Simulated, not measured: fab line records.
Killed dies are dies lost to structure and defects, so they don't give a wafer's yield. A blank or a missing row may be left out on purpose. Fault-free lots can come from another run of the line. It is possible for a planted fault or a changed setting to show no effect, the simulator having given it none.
Code-filled problem report in 8D (eight disciplines) form || flow rit cmos || the parts of the form that need people (team, actions taken, sign-off) are left out

1. WHAT IS WRONG
PSD_RS at RIT_SDANNEAL_RS_MEAS_04 reads a mean of 112.97 ohm/sq on 6 wafers of 2 lots; wafers without a fault read 115.97 ohm/sq with a standard deviation of 0.24. Relative to the usual mean, that is a shift of -12 standard deviations.
The step: measures by four-point-probe.
Seen first at day 6 09:34 on film metro-02, wafer L737.3. Wafers with a number at this step in the record: 42, from 14 lots. Rule for "out", or "out of limits": more than 4 standard deviations from the usual mean. All remaining wafers that have a number are taken as sound.

2. WHAT IT IS; WHAT IT IS NOT
{"question": "which readings at this step", "is": "PSD_RS", "is not": "-"}
{"question": "which lots", "is": "L737, L739", "is not": "L721, L722, L724, L726, L727, L728, L729, L734, L736, L740, L742, L743"}
{"question": "which wafers of those lots", "is": "all that have a number", "is not": "-"}
{"question": "read on which gauges", "is": "film metro-02, film metro-04", "is not": "film metro-01"}
{"question": "when", "is": "from day 6 09:34", "is not": "up to then (27 sound wafers); but 9 sound wafers of L740, L742, L743 came after"}

3. WHAT RULES OUT EACH SUSPECT
Counting: a tool at any process step up to the reading remains a suspect when it ran all the lots that are out and ran no sound lot after the first of those.
- the gauge at RIT_SDANNEAL_RS_MEAS_04 has been ruled out. Those wafers that are out were read across 2 gauges (film metro-02, film metro-04).
- implanter-03 at RIT_PSD_IMPLANT_08: kept. It processed each lot that is out, first L737 at day 6 08:44, and no sound lot thereafter; up to then, the last sound lot it processed was L736 at day 6 03:59. Its own beam energy keV readings are out on those wafers.
The count leaves implanter-03 at RIT_PSD_IMPLANT_08.

4. THE CAUSE (what the simulator had put in)
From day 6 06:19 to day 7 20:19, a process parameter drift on implanter-03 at RIT_PSD_IMPLANT_08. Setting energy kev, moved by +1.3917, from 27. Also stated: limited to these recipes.
Only this tool survived the counting.

5. SEQUENCE OF EFFECTS, ordered by route
Each row: a reading where the mean over the struck wafers with a number is more than 3 standard deviations away from the usual. Scope: only readings with a usual standard deviation given in the record; hours: median across lots of the time from each lot's start at the first step in this table that gives one to its start at this step; sigmas: change in usual standard deviations.
{"hours": 0, "step": "RIT_PSD_IMPLANT_08", "reading": "beam energy keV", "usual": 27.001, "on struck wafers": 28.384, "change": "+1.383", "sigmas": "+99 or more"}
{"hours": 1, "step": "RIT_SDANNEAL_RS_MEAS_04", "reading": "PSD_RS", "usual": "115.97 ohm/sq", "on struck wafers": 112.97, "change": -3.00, "sigmas": -12}
The process steps in it:
- RIT_PSD_IMPLANT_08

6. HOW IT WOULD HAVE BEEN CAUGHT EARLIER
3 hours passed between the start of the fault at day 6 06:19 and the first reading out of limits at a measuring or inspecting step in this record, taken at day 6 09:34.
The tool's own readings at RIT_PSD_IMPLANT_08 were out on every struck wafer that the step has a row for (beam energy keV): an alarm limit on them would have fired on the first of those.
Lots out: 2; of these, L739 started RIT_PSD_IMPLANT_08 on implanter-03 after day 6 09:34. Had the tool been put on hold then, it would have been spared.
